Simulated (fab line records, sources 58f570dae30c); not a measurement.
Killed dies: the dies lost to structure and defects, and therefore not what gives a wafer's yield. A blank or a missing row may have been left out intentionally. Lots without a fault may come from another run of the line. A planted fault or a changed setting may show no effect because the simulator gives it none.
A struck lot beside a sound one || flow berkeley-cmos170 || 32 out of 331 route steps
Sound: wafers L625.2, L625.3, L625.6. Struck: wafers L634.2, L634.3, L634.4. The cause is named last.
Each step with rows lists, per side, the tool, then ch with its chambers, then its first start. Under that, the readings that differ: sound wafers || struck wafers || difference of the means || sigmas: that difference in standard deviations of wafers without a fault.
alike: readings with means less than 2 such deviations apart, plus words and numbers identical on both sides. not compared: withheld readings, readings lacking a value on some wafer, bounds such as >300 that could conceal the same value, and numbers that have no deviation in the record and whose values overlap.
Wherever a step has rows on one side only, a row that says differs or no value, or a row with sigmas, the two part there. Numbers that have no deviation but don't overlap get no sigmas and don't part them. Lack of a reading on every wafer of one side parts them only where that side has two or more wafers.

first, 6 steps without rows for these wafers: UCB170_V2_HMDS_06 (prime time 60 s); UCB170_V2_COAT_07 (resist thk 900 nm); UCB170_V2_SOFTBAKE_08 (time 60 s); UCB170_V2_EXPOSE_09 (exposes mask VIA2, target cd 700 nm); UCB170_V2_PEB_10; UCB170_V2_DEVELOP_11 (develop time 45 s).
UCB170_V2_CD_MEAS_12 targets a cd of 700 nm.
  sound: cd-sem-02 at day 9 17:08; struck: cd-sem-02 at day 11 23:39
  alike: cd-nm
UCB170_V2_OVL_MEAS_13:
  sound: overlay-02 at day 9 17:14; struck: overlay-01 at day 11 23:46
{"reading": "V2_OVL (nm)", "sound": "12 3 12", "struck": "-1 -2 -6", "difference": -12, "sigmas": -2}
UCB170_V2_ETCH_14: etches SiO2 in CHF3/CF4/Ar, stops on Al, target depth 1250 nm, time 291 s.
  sound on rie-diel-04 ch 0,1,2, day 9 17:16; struck on rie-diel-03 ch 1,2,3, day 11 23:47
  alike: drypump-motor-current-A, oes-product-au, throttle-valve-pct
  not compared: rf-hours-counter-h
UCB170_V2_STRIP_15: strips in O2.
  sound on plasma-asher-02 ch 0, day 9 17:26; struck on plasma-asher-04 ch 0,1, day 11 23:58
  alike: drypump-motor-current-A, oes-product-au, strip-time-to-endpoint-s
  not compared: rf-hours-counter-h
UCB170_V2_CD_MEAS_90 targets a cd of 700 nm.
  sound: cd-sem-01 at day 9 17:34; struck: cd-sem-01 at day 12 00:05
  alike: cd-nm
then, 1 step without rows for these wafers: UCB170_M3_PRE_CLEAN_00 (preclean etch time 60 s).
UCB170_M3_SPUTTER_01: material Al, target thk 900 nm, time 120 s.
  sound: pvd-sputter-02 at day 9 17:44; struck: pvd-sputter-01 at day 12 00:15
{"reading": "cathode-dc-power-W (W)", "sound": "6001.2 6000.5 6000.7", "struck": "5839.1 5839.9 5838.8", "difference": -161.5, "sigmas": "-99 or more"}
{"reading": "model.Al_of_M3_SPUTTER_01.thk-nm (nm)", "sound": "900.9 892.7 891.4", "struck": "864.8 878.2 872.5", "difference": -23.2, "sigmas": ""}
  alike: throttle-valve-pct
UCB170_M3_RS_MEAS_02: a four-point-probe measurement.
  sound: film-metro-02 at day 9 17:50; struck: film-metro-02 at day 12 00:22
{"reading": "M3_AL_RS (ohm/sq)", "sound": "0.0321 0.0325 0.0325", "struck": "0.0335 0.0330 0.0332", "difference": "+0.0009", "sigmas": "+2"}
UCB170_M3_THK_MEAS_03: measures by xrf.
  sound: film-metro-02 at day 9 17:56; struck: film-metro-02 at day 12 00:28
{"reading": "M3_AL_THK (nm)", "sound": "904 898 896", "struck": "866 880 871", "difference": -27, "sigmas": -2}
then, 3 steps without rows for these wafers: UCB170_M3_HMDS_04 (prime time 60 s); UCB170_M3_COAT_05 (resist thk 900 nm); UCB170_M3_SOFTBAKE_06 (time 60 s).
UCB170_M3_STRIP_07: strips in O2.
  sound on plasma-asher-04 ch 0,1, day 9 19:14; struck on plasma-asher-02 ch 0,1, day 12 01:58
  alike: drypump-motor-current-A, oes-product-au, strip-time-to-endpoint-s
  not compared: rf-hours-counter-h
then, 7 steps without rows for these wafers: UCB170_M3_STRIP_08 (strips KrF in DMSO, time 600 s); UCB170_M3_COAT_09; UCB170_M3_COAT_10 (resist thk 900 nm); UCB170_M3_SOFTBAKE_11 (time 60 s); UCB170_M3_EXPOSE_12 (exposes mask METAL3, target cd 700 nm); UCB170_M3_PEB_13; UCB170_M3_DEVELOP_14 (develop time 45 s).
UCB170_M3_CD_MEAS_15 targets a cd of 700 nm.
  sound: cd-sem-02 at day 9 21:36; struck: cd-sem-02 at day 12 04:51
  alike: cd-nm
UCB170_M3_OVL_MEAS_16:
  sound: overlay-02 at day 9 21:43; struck: overlay-02 at day 12 04:57
  alike: M3_OVL
UCB170_M3_ETCH_17: etches BARC in N2/H2.
  sound on rie-diel-04 ch 0,1,3, day 9 21:44; struck on rie-diel-02 ch 1,2,3, day 12 04:59
  alike: bias-w, drypump-motor-current-A, h2-flow-sccm, oes-product-au, throttle-valve-pct
UCB170_M3_METAL_ETCH_18: etches Al in Cl2/BCl3, stops on SiO2, target depth 1170 nm, time 195 s.
  sound on rie-metal-01 ch 1, day 9 21:50; struck on rie-metal-04 ch 0,1, day 12 05:02
{"reading": "model.M3.feature-depth-nm (nm)", "sound": "955.8 948.1 946.4", "struck": "921.6 935 926.3", "difference": -22.5, "sigmas": ""}
{"reading": "model.etch.depth-nm (nm)", "sound": "900.9 892.7 891.4", "struck": "864.8 878.2 872.5", "difference": -23.2, "sigmas": ""}
  alike: bias-w, drypump-motor-current-A, oes-product-au, throttle-valve-pct
  not compared: rf-hours-counter-h
UCB170_M3_STRIP_19: strips in O2.
  sound on plasma-asher-04 ch 0,1, day 9 22:10; struck on plasma-asher-02 ch 0,1, day 12 05:13
  alike: drypump-motor-current-A, oes-product-au
  not compared: rf-hours-counter-h
UCB170_M3_PROBE_99:
  sound wafers here have rows in the record (prober-02, day 9 22:33); struck ones have none

WHERE THEY PART
Last at UCB170_M3_PROBE_99 as far as this record goes, first at UCB170_V2_OVL_MEAS_13.

WHY: what had been put in by the simulator
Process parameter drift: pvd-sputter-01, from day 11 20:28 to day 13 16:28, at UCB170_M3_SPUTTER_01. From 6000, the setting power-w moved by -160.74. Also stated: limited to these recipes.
